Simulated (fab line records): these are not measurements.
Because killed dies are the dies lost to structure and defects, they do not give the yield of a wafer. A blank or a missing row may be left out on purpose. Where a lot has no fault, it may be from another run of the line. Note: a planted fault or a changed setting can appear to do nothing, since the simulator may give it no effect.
Split-lot study :: flow berkeley cmos170 :: 23 wafers read from 5 lots, route of 331 steps

== ON THE SPLIT ==
At UCB170_M2_EXPOSE_12 (exposes mask METAL2, target cd 700 nm), the setting dose mj was moved away from the recipe's 26 on 5 of the 23 wafers read, by -3.2% to -2.4%. The other wafers ran this setting at the recipe's value.

== FROM THE SPLIT TO THE READING: what the file shows between them, 2 steps ==
- UCB170_M2_PEB_13
- UCB170_M2_DEVELOP_14: develop time 45 s

== THE READING ==
cd nm, in nm, at UCB170_M2_CD_MEAS_15 (target cd 700 nm). On this fab line, fault-free wafers typically give 700.1 nm with a standard deviation of 2 nm.

wafer: L074.1
tool, chamber at the split: krf scanner-02, 0
dose mj as run: 26
against the recipe: recipe
cd nm, nm: 702.1
against lot-mates on the recipe: -

wafer: L074.3
tool, chamber at the split: krf scanner-02, 0
dose mj as run: 26
against the recipe: recipe
cd nm, nm: 702.1
against lot-mates on the recipe: -

wafer: L074.4
tool, chamber at the split: krf scanner-02, 0
dose mj as run: 26
against the recipe: recipe
cd nm, nm: 702.4
against lot-mates on the recipe: -

wafer: L074.5
tool, chamber at the split: krf scanner-02, 0
dose mj as run: 26
against the recipe: recipe
cd nm, nm: 701.8
against lot-mates on the recipe: -

wafer: L074.6
tool, chamber at the split: krf scanner-02, 0
dose mj as run: 26
against the recipe: recipe
cd nm, nm: 702.1
against lot-mates on the recipe: -

wafer: L076.1
tool, chamber at the split: krf scanner-02, 0
dose mj as run: 25.38
against the recipe: -2.4%
cd nm, nm: 705.9
against lot-mates on the recipe: +5.1

wafer: L076.2
tool, chamber at the split: krf scanner-02, 0
dose mj as run: 26
against the recipe: recipe
cd nm, nm: 701.3
against lot-mates on the recipe: -

wafer: L076.3
tool, chamber at the split: krf scanner-02, 0
dose mj as run: 25.38
against the recipe: -2.4%
cd nm, nm: 707.0
against lot-mates on the recipe: +6.2

wafer: L076.5
tool, chamber at the split: krf scanner-02, 0
dose mj as run: 26
against the recipe: recipe
cd nm, nm: 700.3
against lot-mates on the recipe: -

wafer: L076.6
tool, chamber at the split: krf scanner-02, 0
dose mj as run: 25.38
against the recipe: -2.4%
cd nm, nm: 706.3
against lot-mates on the recipe: +5.5

wafer: L077.2
tool, chamber at the split: krf scanner-02, 0
dose mj as run: 26
against the recipe: recipe
cd nm, nm: 700.5
against lot-mates on the recipe: -

wafer: L077.3
tool, chamber at the split: krf scanner-02, 0
dose mj as run: 25.17
against the recipe: -3.2%
cd nm, nm: 708.2
against lot-mates on the recipe: +6.9

wafer: L077.4
tool, chamber at the split: krf scanner-02, 0
dose mj as run: 25.17
against the recipe: -3.2%
cd nm, nm: 706.8
against lot-mates on the recipe: +5.5

wafer: L077.5
tool, chamber at the split: krf scanner-02, 0
dose mj as run: 26
against the recipe: recipe
cd nm, nm: 701.1
against lot-mates on the recipe: -

wafer: L077.6
tool, chamber at the split: krf scanner-02, 0
dose mj as run: 26
against the recipe: recipe
cd nm, nm: 702.2
against lot-mates on the recipe: -

wafer: L084.2
tool, chamber at the split: krf scanner-01, 0
dose mj as run: 26
against the recipe: recipe
cd nm, nm: 699.4
against lot-mates on the recipe: -

wafer: L084.3
tool, chamber at the split: krf scanner-01, 0
dose mj as run: 26
against the recipe: recipe
cd nm, nm: 699.4
against lot-mates on the recipe: -

wafer: L084.4
tool, chamber at the split: krf scanner-01, 0
dose mj as run: 26
against the recipe: recipe
cd nm, nm: 699.1
against lot-mates on the recipe: -

wafer: L084.5
tool, chamber at the split: krf scanner-01, 0
dose mj as run: 26
against the recipe: recipe
cd nm, nm: 699.5
against lot-mates on the recipe: -

wafer: L084.6
tool, chamber at the split: krf scanner-01, 0
dose mj as run: 26
against the recipe: recipe
cd nm, nm: 698.2
against lot-mates on the recipe: -

wafer: L085.3
tool, chamber at the split: krf scanner-02, 0
dose mj as run: 26
against the recipe: recipe
cd nm, nm: 698.8
against lot-mates on the recipe: -

wafer: L085.4
tool, chamber at the split: krf scanner-02, 0
dose mj as run: 26
against the recipe: recipe
cd nm, nm: 699.2
against lot-mates on the recipe: -

wafer: L085.6
tool, chamber at the split: krf scanner-02, 0
dose mj as run: 26
against the recipe: recipe
cd nm, nm: 698.6
against lot-mates on the recipe: -

FIT RESULTS
A straight line over all 23 wafers: cd nm changes by -2.33 nm for each +1% of dose mj; r = -0.90; the points scatter about the line by 1.3 nm.
The same after taking each lot's own level away (the mean of its wafers on the recipe; 23 wafers): -2.13 nm for each +1%; r = -0.98; scatter 0.56 nm.
According to that fit, moving dose mj by its largest amount changes the reading by 6.8 nm.
From 698.87 to 702.10 nm: that is the span of the lots' own levels, equal to 1.6 times the standard deviation above.
So the lot-to-lot level changes the slope little: the two slopes agree.
Check: +6.76 nm against its lot-mates is what the line predicts for one of the wafers moved furthest among these (-3.2%) when that wafer is left out of the fit. It came out at +6.93 nm against them.

== THESE WAFERS: OTHER SPLITS ==
These wafers also went through other splits before the reading. Each is held against what the fit with the lots' levels taken away leaves over:
other split on the same wafers: UCB170_V1_CMP_02 leave above ref nm
wafers away from the commonest value: 8
r with cd nm (lot level and that fit taken away): -0.13

other split on the same wafers: UCB170_V1_EXPOSE_09 dose mj
wafers away from the commonest value: 6
r with cd nm (lot level and that fit taken away): +0.11

== THE WHOLE CHAIN: every reading that the file lists as answering this split, in the file's order ==
step: UCB170_M2_CD_MEAS_15
what it does: target cd 700 nm
reading: cd nm
change (the file's fit): -2.1 nm for each +1% of the setting
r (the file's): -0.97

step: UCB170_M2_ETCH_17
what it does: etches BARC in N2/H2
reading: M2.cd nm (the simulator's own value, which no gauge read)
change (the file's fit): -2.03 nm for each +1% of the setting
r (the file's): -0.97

== FILE'S OWN FIT ==
cd nm changes by -2.1 nm for each +1% of dose mj, r = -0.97.
